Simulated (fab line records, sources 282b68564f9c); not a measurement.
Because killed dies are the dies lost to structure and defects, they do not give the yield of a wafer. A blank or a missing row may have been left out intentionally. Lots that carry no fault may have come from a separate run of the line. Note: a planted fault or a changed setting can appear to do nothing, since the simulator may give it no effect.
Struck lot and sound lot, side by side / flow rit-cmos / 15 steps out of a route of 202
Sound: wafers L379.2, L379.3, L379.4. Struck: wafers L390.1, L390.4, L390.6. At the end, the cause is stated.
Order at every step that has rows: each side's tool, ch and its chambers, its first start. Under that, the readings that differ: sound wafers / struck wafers / difference of the means / sigmas: that difference in standard deviations of wafers without a fault.
alike: a reading whose means differ by less than 2 such deviations, as well as words and numbers matching on both sides. not compared: withheld readings; readings where some wafer has no value; bounds like >300 that might hide an equal value; numbers whose values overlap and for which the record gives no deviation.
A row with sigmas, a row that says differs or no value, or rows on one side alone: a step with any of these is where the two part. Numbers that have no deviation but don't overlap get no sigmas and don't part them. Lack of a reading on every wafer of one side parts them only where that side has two or more wafers.

RIT_GATE_THK_MEAS_07:
  sound on film-metro-02, day 4 01:53; struck on film-metro-04, day 6 10:13
  alike: GATE_OXIDE_THK
then, 1 step without rows for these wafers: RIT_GATE_CVD_08 (deposits poly-Si from SiH4, target thk 250 nm, time 2220 s).
RIT_GATE_THK_MEAS_09:
  sound on film-metro-02, day 4 03:34; struck on film-metro-01, day 6 11:53
  alike: GATE_POLY_THK
then, 6 steps without rows for these wafers: RIT_GATE_HMDS_10 (prime time 60 s); RIT_GATE_COAT_11 (resist thk 850 nm); RIT_GATE_SOFTBAKE_12 (time 60 s); RIT_GATE_EXPOSE_13 (exposes mask M6, target cd 150 nm); RIT_GATE_PEB_14; RIT_GATE_DEVELOP_15 (develop time 50 s).
RIT_GATE_CD_MEAS_16 targets a cd of 150 nm.
  sound on cd-sem-02, day 4 04:29; struck on cd-sem-02, day 6 12:47
reading=cd-nm (nm); sound=145.6 148.0 148.0; struck=150.8 152.9 153.2; difference=+5.1; sigmas=+2
RIT_GATE_OVL_MEAS_17:
  sound on overlay-02, day 4 04:35; struck on overlay-02, day 6 12:55
  alike: GATE_OVL
then, 1 step without rows for these wafers: RIT_GATE_HARDBAKE_18 (time 60 s).
RIT_GATE_ETCH_19: etches poly-Si in SF6/CHF3/O2, stops on SiO2, time 165 s, target depth 312.5 nm.
  sound on rie-si-01 ch 0,2,3, day 4 04:57; struck on rie-si-02 ch 1,2, day 6 13:06
  no value came back on the struck wafers for any of 8 readings (CHF3_flow_sccm (sccm), O2_flow_sccm (sccm) and others); on the sound wafers CHF3_flow_sccm (sccm) reads 29.91 30.00 29.95
reading=model.NOVOLAK_of_GATE_COAT_11.thk-nm (nm); sound=675.6 671.4 668.7; struck=751.6 750.5 751.6; difference=+79.3; sigmas=
reading=model.SiO2_of_FOX2_OXIDATION_00.thk-nm (nm); sound=246.6 244.9 246.6; struck=258 261.3 258.1; difference=+13; sigmas=
RIT_GATE_STRIP_20: strips in O2, time 180 s.
  sound on plasma-asher-04 ch 0,1, day 4 05:04; struck on plasma-asher-01 ch 0, day 6 13:16
  alike: drypump-motor-current-A, rf-refl-power-W
  not compared: rf-hours-counter-h
RIT_GATE_CD_MEAS_90 targets a cd of 150 nm.
  sound on cd-sem-01, day 4 05:16; struck on cd-sem-01, day 6 13:26
reading=cd-nm (nm); sound=146.0 147.8 148.0; struck=- - -; difference=no value on the struck wafers; sigmas=

== WHERE THEY PART ==
At RIT_GATE_CD_MEAS_16 first; at RIT_GATE_CD_MEAS_90 last (within this record only).

WHY: whatever the simulator had introduced
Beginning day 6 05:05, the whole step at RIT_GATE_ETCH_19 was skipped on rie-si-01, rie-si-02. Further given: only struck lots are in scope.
